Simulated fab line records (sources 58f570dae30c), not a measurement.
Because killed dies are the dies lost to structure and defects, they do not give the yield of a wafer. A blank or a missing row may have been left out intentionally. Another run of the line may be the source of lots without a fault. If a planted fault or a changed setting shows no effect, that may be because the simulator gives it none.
Split-lot study ; flow berkeley-cmos170 ; 5 lots, 23 wafers read, on a route of 331 steps

== ABOUT THE SPLIT ==
At UCB170_NLDD_EXPOSE_03 (exposes mask NSELECT, target cd 1200 nm), the setting dose-mj was moved away from the recipe's 30 on 5 of the 23 wafers read, by +2.5% to +5.7%. All remaining wafers had this setting at the recipe value.

== FROM THE SPLIT TO THE READING: what the file shows between them, 2 steps ==
- UCB170_NLDD_PEB_04
- UCB170_NLDD_DEVELOP_05: develop time 45 s

== THE READING ==
cd-nm (nm) at UCB170_NLDD_CD_MEAS_06, where the cd target is 1200 nm. On this fab line, fault-free wafers typically give 1200.1 nm with a standard deviation of 1.5 nm.

wafer;tool, chamber at the split;dose-mj as run;against the recipe;cd-nm, nm;against lot-mates on the recipe
L076.3;krf-scanner-01, 0;30;recipe;1202.0;-
L076.5;krf-scanner-01, 0;30;recipe;1200.7;-
L076.6;krf-scanner-01, 0;30;recipe;1200.6;-
L077.1;krf-scanner-02, 0;31.72;+5.7%;1207.3;+11.0
L077.2;krf-scanner-02, 0;30;recipe;1196.2;-
L077.3;krf-scanner-02, 0;31.72;+5.7%;1207.2;+10.9
L077.5;krf-scanner-02, 0;30;recipe;1196.5;-
L077.6;krf-scanner-02, 0;31.72;+5.7%;1206.6;+10.2
L078.1;krf-scanner-02, 0;30;recipe;1199.0;-
L078.3;krf-scanner-02, 0;30;recipe;1198.0;-
L078.4;krf-scanner-02, 0;30;recipe;1200.1;-
L078.5;krf-scanner-02, 0;30;recipe;1200.8;-
L078.6;krf-scanner-02, 0;30;recipe;1198.3;-
L080.1;krf-scanner-02, 0;30;recipe;1201.0;-
L080.2;krf-scanner-02, 0;30;recipe;1199.9;-
L080.3;krf-scanner-02, 0;30;recipe;1199.1;-
L080.4;krf-scanner-02, 0;30;recipe;1199.0;-
L080.5;krf-scanner-02, 0;30;recipe;1203.4;-
L083.2;krf-scanner-02, 0;30.74;+2.5%;1203.0;+3.1
L083.3;krf-scanner-02, 0;30;recipe;1199.8;-
L083.4;krf-scanner-02, 0;30;recipe;1200.1;-
L083.5;krf-scanner-02, 0;30;recipe;1199.9;-
L083.6;krf-scanner-02, 0;30.74;+2.5%;1203.9;+4.0

THE FIT
A straight line over all 23 wafers: cd-nm changes by +1.3 nm for each +1% of dose-mj; r = +0.86; the points scatter about the line by 1.6 nm.
The same after taking each lot's own level away (the mean of its wafers on the recipe; 23 wafers): +1.83 nm for each +1%; r = +0.96; scatter 1 nm.
That fit puts the effect of the largest move of dose-mj on the reading at 10 nm.
The lots' own levels span 1196.35 to 1201.10 nm, that is 3.2 times the standard deviation above.
Thus the slope moves with the lot-to-lot level: the two fits are different.
Check: for one of the wafers moved furthest among these (+5.7%), held out of the fit, the line's prediction against its lot-mates is +10.2 nm. Against them it came out at +11 nm.

== THE OTHER SPLITS THESE WAFERS WENT THROUGH ==
Other splits were also applied to these wafers ahead of the reading. Each is held against what the fit with the lots' levels taken away leaves over:
other split on the same wafers;wafers away from the commonest value;r with cd-nm (lot level and that fit taken away)
UCB170_NVT_IMPLANT_07 tilt-deg;8;+0.05
UCB170_NLDD_COAT_01 resist-thk-nm;8;-0.47

== FILE'S OWN FIT ==
cd-nm changes by +1.79 nm for each +1% of dose-mj, r = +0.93.
